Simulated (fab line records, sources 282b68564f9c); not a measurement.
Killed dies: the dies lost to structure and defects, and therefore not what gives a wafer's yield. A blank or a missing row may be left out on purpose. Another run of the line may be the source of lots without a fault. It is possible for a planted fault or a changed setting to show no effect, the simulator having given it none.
Comparing a struck lot with a sound one	flow rit-cmos	17 steps out of a route of 202
Sound: these wafers, L413.1, L413.2, L413.6. Struck: wafers L409.3, L409.4, L409.6. The cause comes at the end.
Order at every step that has rows: each side's tool, ch and its chambers, its first start. Under that, the readings that differ: sound wafers	struck wafers	difference of the means	sigmas: that difference in standard deviations of wafers without a fault.
alike: readings whose means differ by less than 2 such deviations, and words and numbers that are the same on both sides. not compared: withheld readings, readings that some wafer has no value for, bounds like >300 that may hide the same value, and numbers for which the record gives no deviation and whose values overlap.
The two part at a step that has a row with sigmas, a row that says differs or no value, or rows on one side only. Non-overlapping numbers with no deviation appear without sigmas and do not part them. A reading missing from all wafers of one side parts the sides only when that side holds two or more wafers.

first, 1 step without rows for these wafers: RIT_PRETRO_DEVELOP_05 (develop time 68 s).
RIT_PRETRO_OVL_MEAS_06:
  sound on overlay-01 at day 5 13:05; struck on overlay-01 at day 4 18:50
  alike: PRETRO_OVL
then, 2 steps without rows for these wafers: RIT_PRETRO_HARDBAKE_07 (time 120 s); RIT_PRETRO_IMPLANT_08.
RIT_PRETRO_STRIP_09: strips in O2, time 180 s.
  sound on plasma-asher-04 ch 0,1, day 5 13:32; struck on plasma-asher-02 ch 0,1, day 4 19:19
reading	sound	struck	difference	sigmas
drypump-motor-current-A (A)	6.53 6.11 6.10	5.43 5.51 5.51	-0.76	-3
  not compared: rf-hours-counter-h
RIT_PRETRO_TW_MEAS_10:
  sound on film-metro-02 at day 5 13:43; struck on film-metro-03 at day 4 19:28
  alike: PRETRO_TW
then, 5 steps without rows for these wafers: RIT_GATE_WET_ETCH_00 (etches SiO2 in BOE, target depth 56 nm, time 60 s); RIT_GATE_CLEAN_01 (cleans in SC1, time 600 s); RIT_GATE_CLEAN_02 (cleans in dHF, time 30 s); RIT_GATE_CLEAN_03 (cleans in SC2, time 600 s); RIT_GATE_CLEAN_04 (cleans in dHF, time 60 s).
RIT_FOX2_THK_MEAS_91:
  sound on film-metro-04 at day 5 14:11; struck on film-metro-01 at day 4 19:56
reading	sound	struck	difference	sigmas
FIELD_OXIDE_LEFT_2_THK (nm)	240 245 252	262 260 264	+16	+2
RIT_GATE_OXIDATION_05: target thk 3 nm, ox time 270 s.
  sound on furnace-04 ch 0, day 5 15:10; struck on furnace-01 ch 0, day 4 21:10
reading	sound	struck	difference	sigmas
spike-tc-centre-C (C)	903.3 902.5 902.2	921.5 921.4 922.9	+19.3	+13
spike-tc-load-C (C)	925.6 926.6 927.5	947.0 948.1 945.6	+20.3	+17
spike-tc-source-C (C)	920 917 918	948 948 947	+29	+7
tube-center-temp-C (C)	900.08 900.09 900.04	920.03 919.97 919.96	+19.92	+99 or more
tube_center_temp_C_max	902.4 902.3 902.5	922.5 922.3 922.7	+20.1	+59
model.SiO2_of_GATE_OXIDATION_05.thk-nm (nm)	3.058 3.038 3.051	3.774 3.769 3.785	+0.727	
then, 1 step without rows for these wafers: RIT_GATE_ANNEAL_06 (time 600 s).
RIT_GATE_THK_MEAS_07:
  sound on film-metro-01 at day 5 16:29; struck on film-metro-04 at day 4 23:50
reading	sound	struck	difference	sigmas
GATE_OXIDE_THK (nm)	3.05 3.08 3.02	3.81 3.77 3.78	+0.74	+12
then, 1 step without rows for these wafers: RIT_GATE_CVD_08 (deposits poly-Si from SiH4, target thk 250 nm, time 2220 s).
RIT_M1_PROBE_99:
  sound on prober-01 at day 6 17:34; struck on prober-01 at day 6 00:22
reading	sound	struck	difference	sigmas
model.etest.pmos_0p3.r-on-ohm-um	6470 6394 6430	7548 7593 7544	+1130	
model.etest.pmos-turned.r-on-ohm-um	3629 3593 3579	3725 3788 3655	+122	
model.etest.pmos_0p15.r-on-ohm-um	2907 2876 2866	3023 3079 2989	+147	
model.etest.nmos_0p3.r-on-ohm-um	2160 2180 2175	2515 2535 2500	+345	
model.etest.nmos_0p15.r-on-ohm-um	1133 1139 1130	1187 1210 1156	+50	
model.etest.nmos_0p15.drive-ua-um	464.3 468.3 467.3	405.8 398.2 407.1	-62.9	
model.etest.nmos-narrow.drive-ua-um	223.2 226.1 221.3	164.4 163.5 163.1	-59.9	
model.etest.nmos_0p3.drive-ua-um	223.3 223.2 223.7	166.4 166.8 164.8	-57.4	
  alike: killed-at-contacts, killed-at-front-end, killed-dies, killed-open, killed-short

WHERE THEY PART
Earliest at RIT_PRETRO_STRIP_09; latest, in this record, at RIT_GATE_THK_MEAS_07. Later steps at which nothing parts them and some readings are alike: RIT_M1_PROBE_99.

WHY: what the simulator had put in
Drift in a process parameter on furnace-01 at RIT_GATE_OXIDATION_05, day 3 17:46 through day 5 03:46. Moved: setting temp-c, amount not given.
